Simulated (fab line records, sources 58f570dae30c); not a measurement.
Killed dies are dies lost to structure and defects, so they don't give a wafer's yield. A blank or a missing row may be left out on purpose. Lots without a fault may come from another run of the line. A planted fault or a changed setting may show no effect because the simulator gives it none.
Problem report in the 8D (eight disciplines) form, filled by code | flow berkeley_cmos170 | the parts of the form that need people (team, actions taken, sign-off) are left out

1. THE PROBLEM
beam_energy_keV at UCB170_PWELL_IMPLANT_15 reads a mean of 65.727 on 6 wafers of 2 lots; wafers without a fault read 60.000 with a standard deviation of 0.02. That is +99 or more standard deviations from the usual mean.
First seen on wafer L738.2, day 6 01:31, on implanter-03. The record holds 18 wafers of 6 lots with a number at this step. Rule for "out", or "out of limits": more than 4 standard deviations from the usual mean. The other wafers with a number count as sound.

2. WHAT IT IS AND WHAT IT IS NOT
question                    | is                     | is not
which readings at this step | beam_energy_keV        | -
which lots                  | L738, L740             | L729, L734, L745, L746
which wafers of those lots  | all that have a number | -
read on which tools         | implanter-03           | implanter-01, implanter-02
when                        | from day 6 01:31       | up to then (6 sound wafers); but 6 sound wafers of L745, L746 came after

3. SUSPECTS, AND WHAT RULES EACH OUT
Counting: a tool at a process step up to the reading stays a suspect if it ran every lot that is out and no sound lot after the first of them.
- implanter-03 at UCB170_PWELL_IMPLANT_15: kept. It ran every lot that is out, first L738 (day 6 01:31), and no sound lot after that; its last sound lot up to then is L734 (day 5 08:59). Its own readings are out on those wafers: beam_energy_keV.
Left after counting: implanter-03 at UCB170_PWELL_IMPLANT_15.

4. THE CAUSE (what the simulator had put in)
Process parameter drift: implanter-03, from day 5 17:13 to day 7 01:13, at UCB170_PWELL_IMPLANT_15. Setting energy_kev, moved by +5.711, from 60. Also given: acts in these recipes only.
Counting left only this tool.

5. THE CHAIN OF EFFECTS, in route order
Each row: a reading whose mean over the struck wafers that have a number lies more than 3 standard deviations from the usual. Only readings for which the record gives a usual standard deviation are gone through. hours: the time from each lot's start at the first step in this table that gives one to its start at this step, as a median over the lots. sigmas: the change in usual standard deviations.
hours | step                    | reading         | usual  | on struck wafers | change | sigmas
0     | UCB170_PWELL_IMPLANT_15 | beam_energy_keV | 60.000 | 65.727           | +5.727 | +99 or more
The process steps in it:
- UCB170_PWELL_IMPLANT_15

6. WHAT WOULD HAVE CAUGHT IT SOONER
In this record the first reading out of limits was taken at day 6 01:31, 8 hours after the fault began at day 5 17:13.
